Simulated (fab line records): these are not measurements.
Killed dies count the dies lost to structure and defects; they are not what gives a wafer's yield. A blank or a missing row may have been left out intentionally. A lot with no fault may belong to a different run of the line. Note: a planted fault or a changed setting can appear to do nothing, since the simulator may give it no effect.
Which tool is to blame? + flow rit_cmos + Sampling: 14 lots, 42 wafers, 5 of 202 route steps

WHAT THE GAUGES READ, wafer by wafer
RIT_PLDD_OVL_MEAS_06.
| lot  | measured    | on         | PLDD_OVL (nm) |
|------|-------------|------------|---------------|
| L788 | day 2 20:10 | overlay-02 | 0.7 2.3 2.5   |
| L789 | day 3 00:22 | overlay-02 | -0.7 -0.8 0.6 |
| L790 | day 3 07:01 | overlay-01 | 1.4 1.3 0.5   |
| L791 | day 3 11:16 | overlay-01 | 2.7 1.8 2.2   |
| L792 | day 3 15:38 | overlay-01 | 0.0 0.6 1.4   |
| L795 | day 4 07:31 | overlay-01 | 1.8 1.9 0.7   |
| L798 | day 4 20:40 | overlay-01 | 0.2 0.5 2.0   |
| L800 | day 5 07:41 | overlay-02 | -0.2 1.1 0.6  |
| L802 | day 5 17:16 | overlay-01 | 2.1 -1.9 1.2  |
| L803 | day 5 21:02 | overlay-01 | 1.9 -0.1 0.5  |
| L805 | day 6 09:08 | overlay-02 | 0.3 0.7 1.8   |
| L806 | day 6 13:29 | overlay-02 | 1.2 1.9 1.7   |
| L808 | day 7 02:05 | overlay-01 | 1.6 0.6 3.2   |
| L810 | day 7 09:31 | overlay-02 | -1.1 0.8 1.6  |

RIT_M1_THK_MEAS_02: measures by xrf.
| lot  | measured    | on            | M1_AL_THK (nm) |
|------|-------------|---------------|----------------|
| L788 | day 3 06:31 | film_metro-01 | 397 399 396    |
| L789 | day 3 10:47 | film_metro-03 | 400 404 398    |
| L790 | day 3 17:20 | film_metro-01 | 399 404 402    |
| L791 | day 3 21:37 | film_metro-01 | 396 399 397    |
| L792 | day 4 01:52 | film_metro-01 | 397 395 394    |
| L795 | day 4 17:44 | film_metro-01 | 397 401 403    |
| L798 | day 5 07:13 | film_metro-04 | 394 395 395    |
| L800 | day 5 17:47 | film_metro-01 | 407 395 399    |
| L802 | day 6 03:32 | film_metro-04 | 397 395 391    |
| L803 | day 6 07:41 | film_metro-04 | 398 389 395    |
| L805 | day 6 19:07 | film_metro-03 | 399 397 399    |
| L806 | day 7 00:10 | film_metro-03 | 399 401 398    |
| L808 | day 7 12:13 | film_metro-03 | 394 394 388    |
| L810 | day 7 20:14 | film_metro-01 | 394 394 392    |

RIT_M1_CD_MEAS_90: the cd target is 2600 nm.
| lot  | measured    | on        | cd_nm (nm)     |
|------|-------------|-----------|----------------|
| L788 | day 3 08:34 | cd_sem-01 | 2602 2599 2600 |
| L789 | day 3 12:40 | cd_sem-01 | 2596 2597 2597 |
| L790 | day 3 19:13 | cd_sem-01 | 2603 2598 2597 |
| L791 | day 3 23:32 | cd_sem-01 | 2598 2593 2593 |
| L792 | day 4 03:44 | cd_sem-01 | 2602 2602 2595 |
| L795 | day 4 19:47 | cd_sem-01 | 2588 2597 2599 |
| L798 | day 5 09:17 | cd_sem-01 | 2598 2591 2597 |
| L800 | day 5 19:43 | cd_sem-02 | 2599 2597 2599 |
| L802 | day 6 05:32 | cd_sem-01 | 2600 2597 2595 |
| L803 | day 6 09:33 | cd_sem-02 | 2603 2608 2605 |
| L805 | day 6 21:00 | cd_sem-02 | 2602 2600 2602 |
| L806 | day 7 02:01 | cd_sem-02 | 2601 2601 2601 |
| L808 | day 7 14:05 | cd_sem-02 | 2602 2603 2605 |
| L810 | day 7 22:13 | cd_sem-01 | 2601 2601 2597 |

EACH LOT AND THE TOOL THAT RAN IT (in order: tool; ch and the chambers of the sampled wafers; start)
| lot  | RIT_NRETRO_STRIP_09                 | RIT_M1_METAL_ETCH_12             |
|------|-------------------------------------|----------------------------------|
| L788 | plasma_asher-02 ch 0,1, day 2 07:20 | rie_metal-03 ch 0,1, day 3 08:01 |
| L789 | plasma_asher-01 ch 0,1, day 2 11:35 | rie_metal-01 ch 0,1, day 3 12:09 |
| L790 | plasma_asher-02 ch 0,1, day 2 15:31 | rie_metal-02 ch 0,1, day 3 18:43 |
| L791 | plasma_asher-02 ch 0,1, day 2 20:38 | rie_metal-03 ch 0,1, day 3 23:02 |
| L792 | plasma_asher-03 ch 0,1, day 3 02:41 | rie_metal-01 ch 0,1, day 4 03:13 |
| L795 | plasma_asher-02 ch 0,1, day 3 18:17 | rie_metal-01 ch 0,1, day 4 19:16 |
| L798 | plasma_asher-03 ch 0,1, day 4 07:52 | rie_metal-01 ch 0,1, day 5 08:35 |
| L800 | plasma_asher-03 ch 1, day 4 18:42   | rie_metal-03 ch 1, day 5 19:11   |
| L802 | plasma_asher-01 ch 0,1, day 5 03:32 | rie_metal-02 ch 0,1, day 6 05:02 |
| L803 | plasma_asher-02 ch 0,1, day 5 08:05 | rie_metal-03 ch 0,1, day 6 09:01 |
| L805 | plasma_asher-03 ch 0,1, day 5 19:50 | rie_metal-03 ch 0,1, day 6 20:30 |
| L806 | plasma_asher-02 ch 0,1, day 6 00:17 | rie_metal-03 ch 0, day 7 01:29   |
| L808 | plasma_asher-03 ch 0,1, day 6 09:14 | rie_metal-02 ch 0,1, day 7 13:34 |
| L810 | plasma_asher-03 ch 0,1, day 6 20:41 | rie_metal-01 ch 0,1, day 7 21:43 |
- RIT_NRETRO_STRIP_09: strips in O2, time 180 s.
- RIT_M1_METAL_ETCH_12: etches Al in Cl2/BCl3, stops on SiO2, time 165 s, target depth 600 nm.

WHAT THE TOOLS THEMSELVES READ (means of the sampled wafers that have a number; where no wafer has one, the mark that the record gives instead)
RIT_NRETRO_STRIP_09.
| lot  | tool            | drypump_motor_current_A (A) |
|------|-----------------|-----------------------------|
| L788 | plasma_asher-02 | 6.1                         |
| L789 | plasma_asher-01 | 5.6                         |
| L790 | plasma_asher-02 | 6.1                         |
| L791 | plasma_asher-02 | 6.2                         |
| L792 | plasma_asher-03 | 5.4                         |
| L795 | plasma_asher-02 | 6.2                         |
| L798 | plasma_asher-03 | 5.4                         |
| L800 | plasma_asher-03 | 5.5                         |
| L802 | plasma_asher-01 | 5.6                         |
| L803 | plasma_asher-02 | 6.1                         |
| L805 | plasma_asher-03 | 5.3                         |
| L806 | plasma_asher-02 | 6.1                         |
| L808 | plasma_asher-03 | 5.3                         |
| L810 | plasma_asher-03 | 5.3                         |

RIT_M1_METAL_ETCH_12.
| lot  | tool         | drypump_motor_current_A (A) | oes_product_au (a.u.) | throttle_valve_pct (%) |
|------|--------------|-----------------------------|-----------------------|------------------------|
| L788 | rie_metal-03 | 5.4                         | 0.791                 | 8.10                   |
| L789 | rie_metal-01 | 5.7                         | 0.774                 | 8.21                   |
| L790 | rie_metal-02 | 5.8                         | 0.772                 | 8.24                   |
| L791 | rie_metal-03 | 5.6                         | 0.799                 | 8.12                   |
| L792 | rie_metal-01 | 5.8                         | 0.772                 | 8.27                   |
| L795 | rie_metal-01 | 5.7                         | 0.729                 | 8.21                   |
| L798 | rie_metal-01 | 5.7                         | 0.720                 | 8.21                   |
| L800 | rie_metal-03 | 5.1                         | 0.788                 | 8.06                   |
| L802 | rie_metal-02 | 6.0                         | 0.764                 | 8.25                   |
| L803 | rie_metal-03 | 5.4                         | 0.790                 | 8.08                   |
| L805 | rie_metal-03 | 5.3                         | 0.796                 | 8.08                   |
| L806 | rie_metal-03 | 5.9                         | 0.807                 | 8.14                   |
| L808 | rie_metal-02 | 5.8                         | 0.764                 | 8.24                   |
| L810 | rie_metal-01 | 5.7                         | 0.767                 | 8.21                   |

THE ANSWER, worked out from the rows above alone
Rule: usual is defined by the lots themselves. Put in order of their means at a reading, lots are off if they are a third of the lots or fewer, leave a main group of 4 or more, and stand apart from it by a gap of 3 or more times the standard deviation of the main group's means; of several such gaps the widest counts. Not used: any main group whose means are identical at the precision the tables above print for the reading. A lot without any number at a reading at which 4 lots or more have one is off too. Where the step has rows for the other lots, those lots are counted as sound. The gauges are gone through in route order, then the tools' own readings, and for those a lot's mean is taken as printed above. At the first step where some lot is off, the reading lying furthest off is the one used; lots without a number count as furthest.
Nothing can be told from this: no lot is off at any reading shown.

WHAT THE SIMULATOR PUT IN
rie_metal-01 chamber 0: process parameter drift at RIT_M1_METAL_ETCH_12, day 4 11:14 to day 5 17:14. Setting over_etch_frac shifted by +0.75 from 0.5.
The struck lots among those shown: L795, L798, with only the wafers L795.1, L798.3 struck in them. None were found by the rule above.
